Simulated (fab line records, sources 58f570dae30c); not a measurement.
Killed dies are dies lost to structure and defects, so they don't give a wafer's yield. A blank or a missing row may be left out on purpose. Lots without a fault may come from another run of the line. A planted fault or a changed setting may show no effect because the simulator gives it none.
Tool commonality check | flow berkeley_cmos170 | 14 lots, 42 wafers sampled

WHY IT WAS OPENED
At UCB170_NVT_TW_MEAS_09 the reading NVT_TW is flagged on 2 of 14 lots. Wafers without a fault read 520, standard deviation 3.9.
Rule: a lot is flagged when every wafer of it that has a number lies more than 4 standard deviations from that mean, or none has a number. The other lots count as sound.

lot  | measured    | on            | NVT_TW, wafer by wafer | flag
L216 | day 5 14:15 | film_metro-02 | 524 528 525            |
L215 | day 5 14:32 | film_metro-04 | 513 514 514            |
L214 | day 5 15:13 | film_metro-04 | 515 516 515            |
L218 | day 6 12:23 | film_metro-03 | 518 521 517            |
L217 | day 6 12:36 | film_metro-04 | 513 517 515            |
L219 | day 6 15:50 | film_metro-04 | 516 516 517            |
L224 | day 8 07:20 | film_metro-04 | 457 461 456            | FLAGGED
L225 | day 8 07:44 | film_metro-02 | 460 458 461            | FLAGGED
L227 | day 8 12:02 | film_metro-04 | 524 523 521            |
L229 | day 9 00:40 | film_metro-04 | 519 516 517            |
L230 | day 9 00:58 | film_metro-03 | 520 524 521            |
L233 | day 9 13:52 | film_metro-04 | 520 516 517            |
L236 | day 9 18:23 | film_metro-03 | 518 520 519            |
L237 | day 9 18:33 | film_metro-02 | 525 523 526            |
The numbers of the flagged lots are 459 on average: -61 against the usual, or -16 standard deviations.

WHICH TOOL RAN EACH LOT
The record holds 2 process steps before the reading, out of a route of 331 steps. In each cell: the tool, then ch and the chambers that the sampled wafers went through, then the start.
lot  | flag    | UCB170_ACTIVE_STRIP_16              | UCB170_NVT_IMPLANT_07
L216 |         | plasma_asher-02 ch 0,1, day 4 11:13 | implanter-01 ch 0, day 5 14:01
L215 |         | plasma_asher-04 ch 0,1, day 4 11:19 | implanter-04 ch 0, day 5 14:19
L214 |         | plasma_asher-04 ch 0,1, day 4 10:59 | implanter-01 ch 0, day 5 14:56
L218 |         | plasma_asher-03 ch 0,1, day 5 03:01 | implanter-04 ch 0, day 6 12:10
L217 |         | plasma_asher-02 ch 0,1, day 5 02:58 | implanter-03 ch 0, day 6 12:21
L219 |         | plasma_asher-04 ch 0,1, day 5 05:53 | implanter-01 ch 0, day 6 15:35
L224 | FLAGGED | plasma_asher-02 ch 0,1, day 6 15:56 | implanter-03 ch 0, day 8 07:06
L225 | FLAGGED | plasma_asher-04 ch 0,1, day 6 16:16 | implanter-03 ch 0, day 8 07:29
L227 |         | plasma_asher-04 ch 0,1, day 7 01:11 | implanter-04 ch 0, day 8 11:47
L229 |         | plasma_asher-03 ch 0,1, day 7 16:13 | implanter-04 ch 0, day 9 00:25
L230 |         | plasma_asher-02 ch 0,1, day 7 21:41 | implanter-01 ch 0, day 9 00:43
L233 |         | plasma_asher-02 ch 0,1, day 8 08:10 | implanter-01 ch 0, day 9 13:31
L236 |         | plasma_asher-03 ch 0,1, day 8 17:49 | implanter-01 ch 0, day 9 18:08
L237 |         | plasma_asher-02 ch 0,1, day 8 18:20 | implanter-04 ch 0, day 9 18:18
What these steps do:
- UCB170_ACTIVE_STRIP_16: strips in O2.
- UCB170_NVT_IMPLANT_07
- UCB170_NVT_TW_MEAS_09

FLAGGED OVER TOTAL, TOOL BY TOOL (the gauges that took the reading come last)
step                   | tool            | lots run | flagged | share of the flagged lots | sound lots run after its first flagged lot
UCB170_ACTIVE_STRIP_16 | plasma_asher-02 | 6        | 1       | some                      | 3 (L230,L233,L237)
UCB170_ACTIVE_STRIP_16 | plasma_asher-03 | 3        | 0       | none                      | -
UCB170_ACTIVE_STRIP_16 | plasma_asher-04 | 5        | 1       | some                      | 1 (L227)
UCB170_NVT_IMPLANT_07  | implanter-01    | 6        | 0       | none                      | -
UCB170_NVT_IMPLANT_07  | implanter-03    | 3        | 2       | all                       | 0
UCB170_NVT_IMPLANT_07  | implanter-04    | 5        | 0       | none                      | -
UCB170_NVT_TW_MEAS_09  | film_metro-02   | 3        | 1       | some                      | 1 (L237)
UCB170_NVT_TW_MEAS_09  | film_metro-03   | 3        | 0       | none                      | -
UCB170_NVT_TW_MEAS_09  | film_metro-04   | 8        | 1       | some                      | 3 (L227,L229,L233)

WHAT THE TABLE ALLOWS
1 row of the table ran every flagged lot: implanter-03 at UCB170_NVT_IMPLANT_07.
- implanter-03 at UCB170_NVT_IMPLANT_07: 2 of its 3 lots flagged. Its last sound lot is L217 (day 6 12:21), its first flagged lot L224 (day 8 07:06): a fault that began between those two fits. Its own readings lie more than 4 standard deviations out on every wafer of the flagged lots: dose_ions_cm2, faraday_current_uA.
One tool is left: implanter-03 at UCB170_NVT_IMPLANT_07.

WHAT THE SIMULATOR HAD PUT IN
Process parameter drift: implanter-03, from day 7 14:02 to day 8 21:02, at UCB170_NVT_IMPLANT_07. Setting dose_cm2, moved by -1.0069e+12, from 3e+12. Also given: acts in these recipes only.
Lots struck among those shown: L224, L225. The rule above found the same.
